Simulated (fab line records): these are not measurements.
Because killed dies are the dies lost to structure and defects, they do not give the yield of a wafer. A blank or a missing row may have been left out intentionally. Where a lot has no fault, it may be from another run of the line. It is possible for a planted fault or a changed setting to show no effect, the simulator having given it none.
Split-lot experiment    flow berkeley-cmos170    on a route of 331 steps: 5 lots, 23 wafers read

## SPLIT DETAILS
At UCB170_CONTACT_COAT_04 (resist thk 900 nm), the setting spin-rpm was moved away from the recipe's 1500 rpm on 5 of the 23 wafers read, by -5.9% to +2.9%. This setting was run at the recipe's value on the other wafers.

The reading is taken at the split's own step.

## THE READING
KrF_of_CONTACT_COAT_04.thk-nm (the simulator's own value, which no gauge read), in nm, at UCB170_CONTACT_COAT_04 (resist thk 900 nm). No usual value for it is given in the file. The 18 wafers here that ran the recipe average 899.7 nm, standard deviation 2.5 nm.

wafer   tool, chamber at the split  spin-rpm as run, rpm  against the recipe  KrF_of_CONTACT_COAT_04.thk-nm, nm  against lot-mates on the recipe
L075.1  litho-track-02, 0           1500                  recipe              895.2                              -
L075.2  litho-track-02, 0           1500                  recipe              899.2                              -
L075.3  litho-track-02, 0           1500                  recipe              898                                -
L075.4  litho-track-02, 0           1500                  recipe              894.9                              -
L075.5  litho-track-02, 0           1500                  recipe              898.6                              -
L079.1  litho-track-03, 0           1500                  recipe              899.6                              -
L079.2  litho-track-03, 0           1500                  recipe              897.4                              -
L079.3  litho-track-03, 0           1500                  recipe              900.9                              -
L079.4  litho-track-03, 0           1500                  recipe              899.9                              -
L079.6  litho-track-03, 0           1500                  recipe              897.5                              -
L080.2  litho-track-03, 0           1500                  recipe              902.8                              -
L080.3  litho-track-03, 0           1500                  recipe              904                                -
L080.4  litho-track-03, 0           1500                  recipe              903.2                              -
L081.1  litho-track-02, 0           1544                  +2.9%               885.4                              -16.4
L081.3  litho-track-02, 0           1500                  recipe              902.9                              -
L081.4  litho-track-02, 0           1544                  +2.9%               888.5                              -13.3
L081.5  litho-track-02, 0           1544                  +2.9%               888.7                              -13.1
L081.6  litho-track-02, 0           1500                  recipe              900.7                              -
L082.1  litho-track-02, 0           1412                  -5.9%               926.4                              +26.5
L082.2  litho-track-02, 0           1500                  recipe              899.9                              -
L082.4  litho-track-02, 0           1500                  recipe              899.1                              -
L082.5  litho-track-02, 0           1412                  -5.9%               924.3                              +24.4
L082.6  litho-track-02, 0           1500                  recipe              900.7                              -

THE FIT
A straight line over all 23 wafers: KrF_of_CONTACT_COAT_04.thk-nm changes by -4.31 nm for each +1% of spin-rpm; r = -0.97; the points scatter about the line by 2.4 nm.
The same after taking each lot's own level away (the mean of its wafers on the recipe; 23 wafers): -4.49 nm for each +1%; r = -0.99; scatter 1.4 nm.
That fit puts the effect of the largest move of spin-rpm on the reading at 26 nm.
Measured against the standard deviation above, the lots' own levels, which go from 897.18 to 903.33 nm, span 2.5 times it.
So the lot-to-lot level changes the slope little: the two slopes agree.
Check: with one of the wafers moved furthest among these (-5.9%) left out of the fit, the line predicts +25.9 nm for it against its lot-mates. Against them it came out at +26.5 nm.

## THE WHOLE CHAIN: every reading that the file lists as answering this split, in the file's order
step                     what it does       reading                                                                         change (the file's fit)               r (the file's)
UCB170_CONTACT_COAT_04   resist thk 900 nm  KrF_of_CONTACT_COAT_04.thk-nm (the simulator's own value, which no gauge read)  -4.45 nm for each +1% of the setting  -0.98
UCB170_CONTACT_STRIP_06  strips in O2       strip-time-to-endpoint-s                                                        withheld for each +1% of the setting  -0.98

## THE FILE'S OWN FIT
KrF_of_CONTACT_COAT_04.thk-nm changes by -4.45 nm for each +1% of spin-rpm, r = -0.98.
